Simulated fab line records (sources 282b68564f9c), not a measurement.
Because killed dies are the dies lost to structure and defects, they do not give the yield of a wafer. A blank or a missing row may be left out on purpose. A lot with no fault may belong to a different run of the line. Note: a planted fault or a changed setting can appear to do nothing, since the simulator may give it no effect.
Which tool was responsible? || flow rit cmos || Sampling: 7 lots, 21 wafers, 2 of 202 route steps

## WHAT THE GAUGES SHOWED, per wafer
RIT_PLDD_TW_MEAS_10.
{"lot": "L181", "measured": "day 3 10:01", "on": "film metro-01", "PLDD_TW": "2294 2288 2297"}
{"lot": "L183", "measured": "day 3 20:13", "on": "film metro-01", "PLDD_TW": "2303 2294 2299"}
{"lot": "L185", "measured": "day 4 07:35", "on": "film metro-01", "PLDD_TW": "1453 1445 1448"}
{"lot": "L195", "measured": "day 6 06:17", "on": "film metro-02", "PLDD_TW": "2368 2354 2354"}
{"lot": "L197", "measured": "day 6 19:04", "on": "film metro-01", "PLDD_TW": "2283 2283 2271"}
{"lot": "L199", "measured": "day 7 00:58", "on": "film metro-02", "PLDD_TW": "2348 2329 2344"}
{"lot": "L201", "measured": "day 7 14:29", "on": "film metro-02", "PLDD_TW": "2345 2350 2340"}

## WHAT TOOL EACH LOT RAN ON (gives the tool, then ch and the chambers of the sampled wafers, and finally the start)
{"lot": "L181", "RIT_PLDD_IMPLANT_08": "implanter-02 ch 0, day 3 09:42"}
{"lot": "L183", "RIT_PLDD_IMPLANT_08": "implanter-02 ch 0, day 3 19:55"}
{"lot": "L185", "RIT_PLDD_IMPLANT_08": "implanter-03 ch 0, day 4 07:16"}
{"lot": "L195", "RIT_PLDD_IMPLANT_08": "implanter-02 ch 0, day 6 05:59"}
{"lot": "L197", "RIT_PLDD_IMPLANT_08": "implanter-04 ch 0, day 6 18:45"}
{"lot": "L199", "RIT_PLDD_IMPLANT_08": "implanter-04 ch 0, day 7 00:40"}
{"lot": "L201", "RIT_PLDD_IMPLANT_08": "implanter-02 ch 0, day 7 14:09"}
- RIT_PLDD_IMPLANT_08

## THE ANSWER, worked out from the rows above alone
Rule: what is usual is taken from the lots themselves. The widest of any qualifying gaps counts: lots, ordered by their means at a reading, are off when they make up no more than a third of the lots, leave a main group of 4 or more, and stand apart from it by 3 or more times the standard deviation of that group's means. A main group whose means are all the same, to the digits that the tables above print for the reading, isn't used. Also off: a lot with no number at a reading for which 4 or more lots have one. Any other lot the step has rows for is counted as sound.
Off: at RIT_PLDD_TW_MEAS_10 (PLDD_TW), L185. Main group: mean 2319, sd 30.
A tool fits if, at a process step before that reading, it ran every lot that is off, and no sound lot after the first of them. The gauges at RIT_PLDD_TW_MEAS_10 are tried like those tools. One fits: RIT_PLDD_IMPLANT_08 on implanter-03. It ran no sound lot before its first lot that is off in this sample, so the start can't be narrowed down.

## WHAT WAS PUT IN BY THE SIMULATOR
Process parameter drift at RIT_PLDD_IMPLANT_08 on implanter-03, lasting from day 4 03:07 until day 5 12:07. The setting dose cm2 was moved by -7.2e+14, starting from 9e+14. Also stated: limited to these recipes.
Shown lots that were struck: L185. The rule above found the same.
